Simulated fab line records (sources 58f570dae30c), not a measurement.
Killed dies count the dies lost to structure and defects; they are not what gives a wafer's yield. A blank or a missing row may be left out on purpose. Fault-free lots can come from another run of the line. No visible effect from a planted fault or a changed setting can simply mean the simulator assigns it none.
fab line records ; flow berkeleyCmos170
record lots=5; wafers=23
route steps=331 shown GATE@136 NLDD@159 PSD@178 NSD@191 BACKSIDE@200 SILICIDE@211
startH: the number of hours between the record's first day and the start of the first shown wafer of the lot ; waitH: time in hours since the lot's previous step ; " as in the row above ; L1.1+2: several wafers, shown together as one row ; - no value, or no start was given ; * or withheld: withheld ; < > ~ a bound
route shown NAME@n: names a module that has steps shown in the file, with the first one's number in the route ; usual: mean/standard deviation taken from wafers without a fault ; same: alike in all rows ; chamber/n: place in a boat ; sites: readings site by site ; _std_site: how widely they spread, as a standard deviation ; _edge_site: mean of outer sites minus mean of inner sites ; radiusMm: for every site, how far away it sits from the centre of the wafer ; mask NAME#n: copy n ; behind: tool/chamber where the wafer was last shaped ; hold: cause of the lot's hold/its duration in hours/its outcome ; device: transistor that didn't switch, given as n, p or np ; end of line: the same wafers' tests at the end of the route ; for a step that has no rows: nothing shown but its recipe ; killed: not the wafer's yield, but the dies lost to structure and defects at the first sort ; map: the dies of a wafer, with x for killed, . for not killed, _ for no die there
set.NAME: the setting as run; set.NAME@STEP: as run at that earlier step ; model.NAME: the simulator's own value behind a step, which no gauge read
lots where settings were altered on purpose, with a table for each step and a row for each wafer
## steps
# step UCB170_GATE_PEB_10
# recipe pebTempC=130; pebTimeS=withheld; resist=KrF
lot.wafer;tool;chamber;startH;waitH;set.pebTempC
L074.1+2+4;lithoTrack-03;0;161.83;0.2;126.2
L074.3+6;lithoTrack-03;0;161.83;0.2;130
L075.1+3;lithoTrack-04;0;178.96;0.2;132.4
L075.2+4+5;lithoTrack-04;0;178.96;0.2;130
L076.1+5+6;lithoTrack-03;0;179.08;0.1;130
L076.3+4;lithoTrack-03;0;179.08;0.1;128.5
L082.1+3+5;lithoTrack-03;0;195.46;0.6;130
L083.2+5;lithoTrack-03;0;200.84;0.4;128.8
L083.3+4+6;lithoTrack-03;0;200.84;0.4;130
# step UCB170_GATE_DEVELOP_11
# recipe developer=TMAH; developTimeS=45; resist=KrF; devTempC=21
# step UCB170_GATE_CD_MEAS_12
# recipe targetCdNm=350
# usual cdNm=349.9/1.3
lot.wafer;tool;chamber;startH;waitH;set.pebTempC@GATE_PEB_10;cdNm
L074.1;cdSem-01;-;162.11;-;126.2;379.2
L074.2;cdSem-01;-;162.11;-;126.2;379.7
L074.3;cdSem-01;-;162.11;-;130;350.3
L074.4;cdSem-01;-;162.11;-;126.2;379.2
L074.6;cdSem-01;-;162.11;-;130;350.4
L075.1;cdSem-01;-;179.24;-;132.4;334.8
L075.2;cdSem-01;-;179.24;-;130;350.3
L075.3;cdSem-01;-;179.24;-;132.4;334.7
L075.4;cdSem-01;-;179.24;-;130;348.7
L075.5;cdSem-01;-;179.24;-;130;350.7
L076.1;cdSem-01;-;179.36;-;130;350.9
L076.3;cdSem-01;-;179.36;-;128.5;361.1
L076.4;cdSem-01;-;179.36;-;128.5;362.8
L076.5;cdSem-01;-;179.36;-;130;350.0
L076.6;cdSem-01;-;179.36;-;130;351.7
L082.1;cdSem-01;-;195.73;-;130;350.1
L082.3;cdSem-01;-;195.73;-;130;350.7
L082.5;cdSem-01;-;195.73;-;130;350.4
L083.2;cdSem-02;-;201.11;-;128.8;358.4
L083.3;cdSem-02;-;201.11;-;130;351.2
L083.4;cdSem-02;-;201.11;-;130;350.1
L083.5;cdSem-02;-;201.11;-;128.8;359.8
L083.6;cdSem-02;-;201.11;-;130;350.4
# step UCB170_GATE_ETCH_14
# recipe chemistry=N2/H2; targetDepthA=withheld; overetchA=withheld; target=BARC; timeS=withheld; sourceW=500; biasW=100; pressureMtorr=30; n2FlowSccm=100; h2FlowSccm=200
# step UCB170_GATE_ETCH_15
# recipe chemistry=HBr/Cl2; target=poly-Si; stopOn=SiO2; overEtchFrac=0.3; icpW=300; biasW=150; timeS=56.3; pressureMtorr=15; HBr_flow_sccm=150; Cl2_flow_sccm=50; targetDepthA=2782
lot.wafer;tool;chamber;startH;waitH;set.pebTempC@GATE_PEB_10;model.GATE.cdNm
L074.1;rieSi-01;1;162.31;-;126.2;379.6
L074.2;rieSi-01;0;162.31;-;126.2;379.2
L074.3;rieSi-01;2;162.31;-;130;350.9
L074.4;rieSi-01;3;162.31;-;126.2;379.1
L074.6;rieSi-01;0;162.31;-;130;350.6
L075.1;rieSi-01;2;179.43;-;132.4;334.7
L075.2;rieSi-01;3;179.43;-;130;349.5
L075.3;rieSi-01;0;179.43;-;132.4;333.9
L075.4;rieSi-01;1;179.43;-;130;348.2
L075.5;rieSi-01;0;179.43;-;130;350.2
L076.1;rieSi-01;3;179.55;-;130;351.1
L076.3;rieSi-01;1;179.55;-;128.5;362.2
L076.4;rieSi-01;0;179.55;-;128.5;362.7
L076.5;rieSi-01;3;179.55;-;130;351.8
L076.6;rieSi-01;2;179.55;-;130;350.9
L082.1;rieSi-01;1;195.93;-;130;350.4
L082.3;rieSi-01;0;195.93;-;130;351.6
L082.5;rieSi-01;1;195.93;-;130;350.9
L083.2;rieSi-02;1;201.29;-;128.8;358.1
L083.3;rieSi-02;2;201.29;-;130;350.6
L083.4;rieSi-02;3;201.29;-;130;349.4
L083.5;rieSi-02;0;201.29;-;128.8;359.5
L083.6;rieSi-02;3;201.29;-;130;349.7
# step UCB170_GATE_STRIP_16
# recipe chemistry=O2; powerW=400; pressureMtorr=3500; platenTempC=withheld; o2FlowSccm=400; overashFraction=0.5
# step UCB170_GATE_CD_MEAS_90
# recipe targetCdNm=350
# usual cdNm=349.8/1.6
lot.wafer;tool;chamber;startH;waitH;set.pebTempC@GATE_PEB_10;cdNm
L074.1;cdSem-01;-;162.45;0.1;126.2;379.2
L074.2;cdSem-01;-;162.45;0.1;126.2;379.0
L074.3;cdSem-01;-;162.45;0.1;130;351.3
L074.4;cdSem-01;-;162.45;0.1;126.2;378.7
L074.6;cdSem-01;-;162.45;0.1;130;350.5
L075.1;cdSem-02;-;179.58;0.1;132.4;334.7
L075.2;cdSem-02;-;179.58;0.1;130;349.5
L075.3;cdSem-02;-;179.58;0.1;132.4;334.0
L075.4;cdSem-02;-;179.58;0.1;130;348.3
L075.5;cdSem-02;-;179.58;0.1;130;350.4
L076.1;cdSem-02;-;179.70;0.1;130;351.0
L076.3;cdSem-02;-;179.70;0.1;128.5;362.4
L076.4;cdSem-02;-;179.70;0.1;128.5;362.4
L076.5;cdSem-02;-;179.70;0.1;130;351.7
L076.6;cdSem-02;-;179.70;0.1;130;350.9
L082.1;cdSem-01;-;196.17;0.2;130;350.3
L082.3;cdSem-01;-;196.17;0.2;130;351.6
L082.5;cdSem-01;-;196.17;0.2;130;350.8
L083.2;cdSem-02;-;201.47;0.1;128.8;358.0
L083.3;cdSem-02;-;201.47;0.1;130;350.8
L083.4;cdSem-02;-;201.47;0.1;130;349.6
L083.5;cdSem-02;-;201.47;0.1;128.8;359.6
L083.6;cdSem-02;-;201.47;0.1;130;349.7
# step UCB170_NLDD_COAT_01
# recipe resist=KrF; spinRpm=1500; resistThkNm=900
lot.wafer;tool;chamber;startH;waitH;set.resistThkNm;model.KrF_of_NLDD_COAT_01.thkNm
L074.1;lithoTrack-02;0;165.60;0.1;900;899.6
L074.2;lithoTrack-02;0;165.60;0.1;921;924.7
L074.3;lithoTrack-02;0;165.60;0.1;900;900.1
L074.4;lithoTrack-02;0;165.60;0.1;900;900.7
L074.6;lithoTrack-02;0;165.60;0.1;921;922.9
L075.1;lithoTrack-04;0;181.66;0.1;900;899.9
L075.2;lithoTrack-04;0;181.66;0.1;882.9;884.2
L075.3;lithoTrack-04;0;181.66;0.1;882.9;883.3
L075.4;lithoTrack-04;0;181.66;0.1;900;901.2
L075.5;lithoTrack-04;0;181.66;0.1;900;899.6
L076.1;lithoTrack-04;0;182.11;0.1;867.4;869.8
L076.3;lithoTrack-04;0;182.11;0.1;867.4;869.5
L076.4;lithoTrack-04;0;182.11;0.1;867.4;869.9
L076.5;lithoTrack-04;0;182.11;0.1;900;900.6
L076.6;lithoTrack-04;0;182.11;0.1;900;899.9
L082.1;lithoTrack-04;0;199.82;0.1;900;899.3
L082.3;lithoTrack-04;0;199.82;0.1;900;900.4
L082.5;lithoTrack-04;0;199.82;0.1;900;901.2
L083.2;lithoTrack-02;0;204.79;0.1;900;900.6
L083.3;lithoTrack-02;0;204.79;0.1;916.3;914.8
L083.4;lithoTrack-02;0;204.79;0.1;900;898.6
L083.5;lithoTrack-02;0;204.79;0.1;916.3;913.3
L083.6;lithoTrack-02;0;204.79;0.1;900;898.3
# step UCB170_NLDD_PEB_04
# recipe pebTempC=130; pebTimeS=withheld; resist=KrF
lot.wafer;tool;chamber;startH;waitH;set.pebTempC
L074.1+2;lithoTrack-04;0;166.59;0.7;130
L074.3+4+6;lithoTrack-04;0;166.59;0.7;133.1
L075.1+3+5;lithoTrack-04;0;182.41;0.4;130
L075.2+4;lithoTrack-04;0;182.41;0.4;127.5
L076.1+3;lithoTrack-04;0;182.69;0.1;130
L076.4+5+6;lithoTrack-04;0;182.69;0.1;131.7
L082.1+3+5;lithoTrack-04;0;200.57;0.3;130
L083.2+4;lithoTrack-01;0;206.07;0.8;130
L083.3+5+6;lithoTrack-01;0;206.07;0.8;126.3
# step UCB170_NLDD_DEVELOP_05
# recipe developer=TMAH; developTimeS=45; resist=KrF; devTempC=21
# step UCB170_NLDD_CD_MEAS_06
# recipe targetCdNm=1200
# usual cdNm=1200.0/1
lot.wafer;tool;chamber;startH;waitH;set.pebTempC@NLDD_PEB_04;cdNm
L074.1;cdSem-01;-;166.87;-;130;1200.2
L074.2;cdSem-01;-;166.87;-;130;1200.2
L074.3;cdSem-01;-;166.87;-;133.1;1218.3
L074.4;cdSem-01;-;166.87;-;133.1;1218.4
L074.6;cdSem-01;-;166.87;-;133.1;1217.3
L075.1;cdSem-02;-;182.69;-;130;1202.6
L075.2;cdSem-02;-;182.69;-;127.5;1183.7
L075.3;cdSem-02;-;182.69;-;130;1202.4
L075.4;cdSem-02;-;182.69;-;127.5;1181.7
L075.5;cdSem-02;-;182.69;-;130;1201.9
L076.1;cdSem-02;-;182.96;-;130;1202.0
L076.3;cdSem-02;-;182.96;-;130;1201.9
L076.4;cdSem-02;-;182.96;-;131.7;1212.7
L076.5;cdSem-02;-;182.96;-;131.7;1211.4
L076.6;cdSem-02;-;182.96;-;131.7;1210.8
L082.1;cdSem-02;-;200.94;-;130;1199.3
L082.3;cdSem-02;-;200.94;-;130;1199.7
L082.5;cdSem-02;-;200.94;-;130;1199.3
L083.2;cdSem-02;-;206.34;-;130;1198.4
L083.3;cdSem-02;-;206.34;-;126.3;1169.6
L083.4;cdSem-02;-;206.34;-;130;1199.3
L083.5;cdSem-02;-;206.34;-;126.3;1169.5
L083.6;cdSem-02;-;206.34;-;126.3;1170.2
# step UCB170_NLDD_IMPLANT_08
# recipe species=As; doseCm2=5e+13; energyKev=30; tiltDeg=7; rotationDeg=0
# step UCB170_NLDD_IMPLANT_09
# recipe species=As; doseCm2=5e+13; energyKev=30; tiltDeg=7; rotationDeg=180
# step UCB170_NLDD_STRIP_10
# recipe chemistry=O2; powerW=400; pressureMtorr=3500; platenTempC=withheld; o2FlowSccm=400; overashFraction=0.5
# usual stripTimeToEndpointS=21.63/0.049
lot.wafer;tool;chamber;startH;waitH;set.resistThkNm@NLDD_COAT_01;stripTimeToEndpointS
L074.1;plasmaAsher-01;0;167.32;0.1;900;21.63
L074.2;plasmaAsher-01;1;167.32;0.1;921;22.22
L074.3;plasmaAsher-01;1;167.32;0.1;900;21.64
L074.4;plasmaAsher-01;0;167.32;0.1;900;21.64
L074.6;plasmaAsher-01;1;167.32;0.1;921;22.17
L075.1;plasmaAsher-04;0;183.14;0.1;900;21.62
L075.2;plasmaAsher-04;1;183.14;0.1;882.9;21.26
L075.3;plasmaAsher-04;1;183.14;0.1;882.9;21.23
L075.4;plasmaAsher-04;0;183.14;0.1;900;21.66
L075.5;plasmaAsher-04;1;183.14;0.1;900;21.62
L076.1;plasmaAsher-04;1;183.42;0.1;867.4;20.91
L076.3;plasmaAsher-04;1;183.42;0.1;867.4;20.91
L076.4;plasmaAsher-04;0;183.42;0.1;867.4;20.89
L076.5;plasmaAsher-04;0;183.42;0.1;900;21.64
L076.6;plasmaAsher-04;1;183.42;0.1;900;21.63
L082.1;plasmaAsher-01;1;201.39;0.1;900;21.61
L082.3;plasmaAsher-01;0;201.39;0.1;900;21.64
L082.5;plasmaAsher-01;1;201.39;0.1;900;21.64
L083.2;plasmaAsher-04;1;206.78;0.1;900;21.63
L083.3;plasmaAsher-04;0;206.78;0.1;916.3;21.99
L083.4;plasmaAsher-04;1;206.78;0.1;900;21.62
L083.5;plasmaAsher-04;0;206.78;0.1;916.3;21.93
L083.6;plasmaAsher-04;1;206.78;0.1;900;21.58
# step UCB170_PSD_EXPOSE_03
# recipe maskId=PSELECT_MOD; na=0.5; sigmaOuter=0.6; sourceShape=conventional; targetCdNm=1200; doseMj=30
lot.wafer;tool;chamber;startH;waitH;mask;set.doseMj
L074.1+4+6;krfScanner-01;0;172.52;0.1;PSELECT_MOD#0;31.79
L074.2+3;krfScanner-01;0;172.52;0.1;PSELECT_MOD#0;30
L075.1+3+4;krfScanner-01;0;190.69;0.1;PSELECT_MOD#0;31.32
L075.2+5;krfScanner-01;0;190.69;0.1;PSELECT_MOD#0;30
L076.1+4;krfScanner-02;0;191.17;0.3;PSELECT_MOD#0;27.79
L076.3+5+6;krfScanner-02;0;191.17;0.3;PSELECT_MOD#0;30
L082.1+3+5;krfScanner-01;0;206.99;0.3;PSELECT_MOD#0;30
L083.2+3+4+5+6;krfScanner-02;0;212.10;0.3;PSELECT_MOD#0;30
# step UCB170_PSD_DEVELOP_05
# recipe developer=TMAH; developTimeS=45; resist=KrF; devTempC=21
lot.wafer;tool;chamber;startH;waitH;set.devTempC
L074.1+2+4;lithoTrack-02;0;-;-;21
L074.3+6;lithoTrack-02;0;-;-;19.1
L075.1+3;lithoTrack-01;0;-;-;21
L075.2+4+5;lithoTrack-01;0;-;-;24.49
L076.1+4+6;lithoTrack-03;0;-;-;19.47
L076.3+5;lithoTrack-03;0;-;-;21
L082.1+3+5;lithoTrack-03;0;-;-;21
L083.2+3+4;lithoTrack-01;0;-;-;21
L083.5+6;lithoTrack-01;0;-;-;17.42
# step UCB170_PSD_CD_MEAS_06
# recipe targetCdNm=1200
# usual cdNm=1199.8/1.2
lot.wafer;tool;chamber;startH;waitH;set.doseMj@PSD_EXPOSE_03;cdNm
L074.1;cdSem-01;-;172.91;-;31.79;1208.7
L074.2;cdSem-01;-;172.91;-;30;1198.9
L074.3;cdSem-01;-;172.91;-;30;1199.0
L074.4;cdSem-01;-;172.91;-;31.79;1210.1
L074.6;cdSem-01;-;172.91;-;31.79;1210.3
L075.1;cdSem-01;-;191.21;-;31.32;1206.5
L075.2;cdSem-01;-;191.21;-;30;1198.5
L075.3;cdSem-01;-;191.21;-;31.32;1207.2
L075.4;cdSem-01;-;191.21;-;31.32;1206.5
L075.5;cdSem-01;-;191.21;-;30;1198.5
L076.1;cdSem-02;-;191.79;-;27.79;1186.8
L076.3;cdSem-02;-;191.79;-;30;1199.2
L076.4;cdSem-02;-;191.79;-;27.79;1186.5
L076.5;cdSem-02;-;191.79;-;30;1199.3
L076.6;cdSem-02;-;191.79;-;30;1200.1
L082.1;cdSem-01;-;207.90;-;30;1202.1
L082.3;cdSem-01;-;207.90;-;30;1199.8
L082.5;cdSem-01;-;207.90;-;30;1199.8
L083.2;cdSem-02;-;212.73;-;30;1201.7
L083.3;cdSem-02;-;212.73;-;30;1201.2
L083.4;cdSem-02;-;212.73;-;30;1203.1
L083.5;cdSem-02;-;212.73;-;30;1201.6
L083.6;cdSem-02;-;212.73;-;30;1202.0
# step UCB170_NSD_PEB_04
# recipe pebTempC=130; pebTimeS=withheld; resist=KrF
lot.wafer;tool;chamber;startH;waitH;set.pebTempC
L074.1+4;lithoTrack-04;0;174.79;0.6;130
L074.2+3+6;lithoTrack-04;0;174.79;0.6;133.3
L075.1+2+5;lithoTrack-02;0;192.70;0.3;130
L075.3+4;lithoTrack-02;0;192.70;0.3;128.1
L076.1+3+6;lithoTrack-02;0;193.88;0.6;128.8
L076.4+5;lithoTrack-02;0;193.88;0.6;130
L082.1+3+5;lithoTrack-02;0;210.03;0.1;130
L083.2+3+4+5+6;lithoTrack-03;0;215.10;0.5;130
# step UCB170_NSD_DEVELOP_05
# recipe developer=TMAH; developTimeS=45; resist=KrF; devTempC=21
# step UCB170_NSD_CD_MEAS_06
# recipe targetCdNm=1200
# usual cdNm=1199.9/1
lot.wafer;tool;chamber;startH;waitH;set.pebTempC@NSD_PEB_04;cdNm
L074.1;cdSem-02;-;175.06;-;130;1198.7
L074.2;cdSem-02;-;175.06;-;133.3;1219.4
L074.3;cdSem-02;-;175.06;-;133.3;1216.5
L074.4;cdSem-02;-;175.06;-;130;1198.2
L074.6;cdSem-02;-;175.06;-;133.3;1216.9
L075.1;cdSem-02;-;192.98;-;130;1201.5
L075.2;cdSem-02;-;192.98;-;130;1201.1
L075.3;cdSem-02;-;192.98;-;128.1;1187.6
L075.4;cdSem-02;-;192.98;-;128.1;1186.5
L075.5;cdSem-02;-;192.98;-;130;1200.1
L076.1;cdSem-02;-;194.15;-;128.8;1192.0
L076.3;cdSem-02;-;194.15;-;128.8;1192.2
L076.4;cdSem-02;-;194.15;-;130;1201.1
L076.5;cdSem-02;-;194.15;-;130;1200.5
L076.6;cdSem-02;-;194.15;-;128.8;1193.1
L082.1;cdSem-01;-;210.31;-;130;1200.0
L082.3;cdSem-01;-;210.31;-;130;1202.0
L082.5;cdSem-01;-;210.31;-;130;1199.9
L083.2;cdSem-01;-;215.37;-;130;1202.0
L083.3;cdSem-01;-;215.37;-;130;1198.8
L083.4;cdSem-01;-;215.37;-;130;1200.2
L083.5;cdSem-01;-;215.37;-;130;1200.4
L083.6;cdSem-01;-;215.37;-;130;1199.5
# step UCB170_BACKSIDE_COAT_01
# recipe resist=KrF; spinRpm=1500; resistThkNm=900
lot.wafer;tool;chamber;startH;waitH;set.resistThkNm;model.KrF_of_BACKSIDE_COAT_01.thkNm
L074.1;lithoTrack-04;0;176.21;0.1;900;903.9
L074.2;lithoTrack-04;0;176.21;0.1;900;905.2
L074.3;lithoTrack-04;0;176.21;0.1;900;902
L074.4;lithoTrack-04;0;176.21;0.1;900;904.4
L074.6;lithoTrack-04;0;176.21;0.1;900;904.2
L075.1;lithoTrack-04;0;194.14;0.1;900;898.6
L075.2;lithoTrack-04;0;194.14;0.1;867.6;867.7
L075.3;lithoTrack-04;0;194.14;0.1;867.6;870.1
L075.4;lithoTrack-04;0;194.14;0.1;867.6;869.3
L075.5;lithoTrack-04;0;194.14;0.1;900;903.5
L076.1;lithoTrack-04;0;195.49;0.1;945.8;947.5
L076.3;lithoTrack-04;0;195.49;0.1;900;900.8
L076.4;lithoTrack-04;0;195.49;0.1;945.8;942.2
L076.5;lithoTrack-04;0;195.49;0.1;945.8;946
L076.6;lithoTrack-04;0;195.49;0.1;900;901.3
L082.1;lithoTrack-03;0;211.20;0.1;900;899.6
L082.3;lithoTrack-03;0;211.20;0.1;900;900.4
L082.5;lithoTrack-03;0;211.20;0.1;900;901
L083.2;lithoTrack-01;0;216.36;0.1;900;898.4
L083.3;lithoTrack-01;0;216.36;0.1;900;898.1
L083.4;lithoTrack-01;0;216.36;0.1;900;896.7
L083.5;lithoTrack-01;0;216.36;0.1;900;900.7
L083.6;lithoTrack-01;0;216.36;0.1;900;901.7
# step UCB170_BACKSIDE_SOFTBAKE_02
# recipe resist=KrF; tempC=130; timeS=60
# step UCB170_BACKSIDE_STRIP_03
# recipe chemistry=O2; powerW=400; pressureMtorr=3500; platenTempC=withheld; o2FlowSccm=400; overashFraction=0.5
# usual stripTimeToEndpointS=21.99/0.06
lot.wafer;tool;chamber;startH;waitH;set.resistThkNm@BACKSIDE_COAT_01;stripTimeToEndpointS
L074.1;plasmaAsher-01;1;176.51;0.1;900;22.06
L074.2;plasmaAsher-01;0;176.51;0.1;900;22.11
L074.3;plasmaAsher-01;1;176.51;0.1;900;22.02
L074.4;plasmaAsher-01;0;176.51;0.1;900;22.06
L074.6;plasmaAsher-01;0;176.51;0.1;900;22.06
L075.1;plasmaAsher-01;0;194.44;0.1;900;21.94
L075.2;plasmaAsher-01;1;194.44;0.1;867.6;21.19
L075.3;plasmaAsher-01;0;194.44;0.1;867.6;21.25
L075.4;plasmaAsher-01;1;194.44;0.1;867.6;21.20
L075.5;plasmaAsher-01;0;194.44;0.1;900;22.05
L076.1;plasmaAsher-01;1;195.79;0.1;945.8;23.11
L076.3;plasmaAsher-01;0;195.79;0.1;900;21.97
L076.4;plasmaAsher-01;1;195.79;0.1;945.8;22.96
L076.5;plasmaAsher-01;0;195.79;0.1;945.8;23.07
L076.6;plasmaAsher-01;1;195.79;0.1;900;21.99
L082.1;plasmaAsher-04;1;211.50;0.1;900;21.97
L082.3;plasmaAsher-04;0;211.50;0.1;900;21.97
L082.5;plasmaAsher-04;0;211.50;0.1;900;21.99
L083.2;plasmaAsher-01;1;216.63;0.1;900;21.94
L083.3;plasmaAsher-01;1;216.63;0.1;900;21.91
L083.4;plasmaAsher-01;0;216.63;0.1;900;21.90
L083.5;plasmaAsher-01;0;216.63;0.1;900;21.97
L083.6;plasmaAsher-01;1;216.63;0.1;900;22.01
# step UCB170_SILICIDE_SPUTTER_01
# recipe material=Ti; targetThkNm=30; timeS=25; powerW=1500; chamberPressurePa=0.5
lot.wafer;tool;chamber;startH;waitH;set.timeS;model.Ti_of_SILICIDE_SPUTTER_01.thkNm
L074.1;pvdSputter-01;-;177.48;0.0;25;29.89
L074.2;pvdSputter-01;-;177.48;0.0;25;29.58
L074.3;pvdSputter-01;-;177.48;0.0;25;29.96
L074.4;pvdSputter-01;-;177.48;0.0;26.7;31.69
L074.6;pvdSputter-01;-;177.48;0.0;26.7;32.06
L075.1;pvdSputter-01;-;195.49;0.0;28.27;34.19
L075.2;pvdSputter-01;-;195.49;0.0;25;30.53
L075.3;pvdSputter-01;-;195.49;0.0;25;30.35
L075.4;pvdSputter-01;-;195.49;0.0;28.27;34.27
L075.5;pvdSputter-01;-;195.49;0.0;25;30.4
L076.1;pvdSputter-03;-;198.86;0.0;21.8;26.35
L076.3;pvdSputter-03;-;198.86;0.0;25;29.97
L076.4;pvdSputter-03;-;198.86;0.0;25;30.16
L076.5;pvdSputter-03;-;198.86;0.0;25;30.31
L076.6;pvdSputter-03;-;198.86;0.0;21.8;26.26
L082.1;pvdSputter-03;-;212.58;0.0;25;30.34
L082.3;pvdSputter-03;-;212.58;0.0;25;30.62
L082.5;pvdSputter-03;-;212.58;0.0;25;30.48
L083.2;pvdSputter-03;-;217.74;0.0;22.03;26.25
L083.3;pvdSputter-03;-;217.74;0.0;22.03;26.12
L083.4;pvdSputter-03;-;217.74;0.0;25;29.83
L083.5;pvdSputter-03;-;217.74;0.0;25;29.5
L083.6;pvdSputter-03;-;217.74;0.0;22.03;26.23
# step UCB170_SILICIDE_RS_MEAS_02
# recipe thkMeasGauge=four-point-probe; reads=Ti_of_SILICIDE_SPUTTER_01
# usual SILICIDE_TI_RS=26.1/0.34
lot.wafer;tool;chamber;startH;waitH;set.timeS@SILICIDE_SPUTTER_01;SILICIDE_TI_RS[ohm/sq]
L074.1;filmMetro-03;-;177.51;0.0;25;26.3
L074.2;filmMetro-03;-;177.51;0.0;25;26.6
L074.3;filmMetro-03;-;177.51;0.0;25;26.2
L074.4;filmMetro-03;-;177.51;0.0;26.7;24.5
L074.6;filmMetro-03;-;177.51;0.0;26.7;24.2
L075.1;filmMetro-03;-;195.52;0.0;28.27;22.4
L075.2;filmMetro-03;-;195.52;0.0;25;25.6
L075.3;filmMetro-03;-;195.52;0.0;25;25.8
L075.4;filmMetro-03;-;195.52;0.0;28.27;22.4
L075.5;filmMetro-03;-;195.52;0.0;25;25.7
L076.1;filmMetro-03;-;198.89;0.0;21.8;30.4
L076.3;filmMetro-03;-;198.89;0.0;25;26.2
L076.4;filmMetro-03;-;198.89;0.0;25;25.9
L076.5;filmMetro-03;-;198.89;0.0;25;25.8
L076.6;filmMetro-03;-;198.89;0.0;21.8;30.5
L082.1;filmMetro-01;-;212.61;0.0;25;25.8
L082.3;filmMetro-01;-;212.61;0.0;25;25.5
L082.5;filmMetro-01;-;212.61;0.0;25;25.6
L083.2;filmMetro-03;-;217.79;0.0;22.03;30.5
L083.3;filmMetro-03;-;217.79;0.0;22.03;30.7
L083.4;filmMetro-03;-;217.79;0.0;25;26.2
L083.5;filmMetro-03;-;217.79;0.0;25;26.6
L083.6;filmMetro-03;-;217.79;0.0;22.03;30.6
# step UCB170_SILICIDE_THK_MEAS_03
# recipe thkMeasGauge=xrf; reads=Ti_of_SILICIDE_SPUTTER_01
# usual SILICIDE_TI_THK=29.6/0.34
lot.wafer;tool;chamber;startH;waitH;set.timeS@SILICIDE_SPUTTER_01;SILICIDE_TI_THK[nm]
L074.1;filmMetro-03;-;177.63;0.1;25;29.3
L074.2;filmMetro-03;-;177.63;0.1;25;29.0
L074.3;filmMetro-03;-;177.63;0.1;25;29.3
L074.4;filmMetro-03;-;177.63;0.1;26.7;31.0
L074.6;filmMetro-03;-;177.63;0.1;26.7;31.5
L075.1;filmMetro-03;-;195.64;0.1;28.27;33.7
L075.2;filmMetro-03;-;195.64;0.1;25;30.1
L075.3;filmMetro-03;-;195.64;0.1;25;29.9
L075.4;filmMetro-03;-;195.64;0.1;28.27;33.8
L075.5;filmMetro-03;-;195.64;0.1;25;30.1
L076.1;filmMetro-03;-;199.01;0.1;21.8;26.0
L076.3;filmMetro-03;-;199.01;0.1;25;29.7
L076.4;filmMetro-03;-;199.01;0.1;25;29.7
L076.5;filmMetro-03;-;199.01;0.1;25;29.9
L076.6;filmMetro-03;-;199.01;0.1;21.8;25.9
L082.1;filmMetro-01;-;212.73;0.1;25;29.9
L082.3;filmMetro-01;-;212.73;0.1;25;30.3
L082.5;filmMetro-01;-;212.73;0.1;25;30.2
L083.2;filmMetro-03;-;217.90;0.1;22.03;25.8
L083.3;filmMetro-03;-;217.90;0.1;22.03;25.7
L083.4;filmMetro-03;-;217.90;0.1;25;29.4
L083.5;filmMetro-03;-;217.90;0.1;25;29.1
L083.6;filmMetro-03;-;217.90;0.1;22.03;25.9
## key
split step=UCB170_GATE_PEB_10; setting=pebTempC; stated=130; by=wafer
response step=UCB170_GATE_CD_MEAS_12; reading=cdNm; change=-9.44; per=1%; r=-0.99
response step=UCB170_GATE_ETCH_15; reading=model.GATE.cdNm; change=-9.36; per=1%; r=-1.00
response step=UCB170_GATE_CD_MEAS_90; reading=cdNm; change=-9.26; per=1%; r=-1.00
split step=UCB170_NLDD_COAT_01; setting=resistThkNm; stated=900; by=wafer
response step=UCB170_NLDD_COAT_01; reading=model.KrF_of_NLDD_COAT_01.thkNm; change=+8.81; per=1%; r=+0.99
response step=UCB170_NLDD_STRIP_10; reading=stripTimeToEndpointS; change=*; per=1%; r=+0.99
split step=UCB170_NLDD_PEB_04; setting=pebTempC; stated=130; by=wafer
response step=UCB170_NLDD_CD_MEAS_06; reading=cdNm; change=+9.15; per=1%; r=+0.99
split step=UCB170_PSD_EXPOSE_03; setting=doseMj; stated=30; by=wafer
response step=UCB170_PSD_CD_MEAS_06; reading=cdNm; change=+1.79; per=1%; r=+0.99
split step=UCB170_PSD_DEVELOP_05; setting=devTempC; stated=21; by=wafer
response none clear
split step=UCB170_NSD_PEB_04; setting=pebTempC; stated=130; by=wafer
response step=UCB170_NSD_CD_MEAS_06; reading=cdNm; change=+8.11; per=1%; r=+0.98
split step=UCB170_BACKSIDE_COAT_01; setting=resistThkNm; stated=900; by=wafer
response step=UCB170_BACKSIDE_COAT_01; reading=model.KrF_of_BACKSIDE_COAT_01.thkNm; change=+8.76; per=1%; r=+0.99
response step=UCB170_BACKSIDE_STRIP_03; reading=stripTimeToEndpointS; change=*; per=1%; r=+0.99
split step=UCB170_SILICIDE_SPUTTER_01; setting=timeS; stated=25; by=wafer
response step=UCB170_SILICIDE_SPUTTER_01; reading=model.Ti_of_SILICIDE_SPUTTER_01.thkNm; change=+0.295; per=1%; r=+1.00
response step=UCB170_SILICIDE_RS_MEAS_02; reading=SILICIDE_TI_RS; change=-0.313; per=1%; r=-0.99
response step=UCB170_SILICIDE_THK_MEAS_03; reading=SILICIDE_TI_THK; change=+0.293; per=1%; r=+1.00
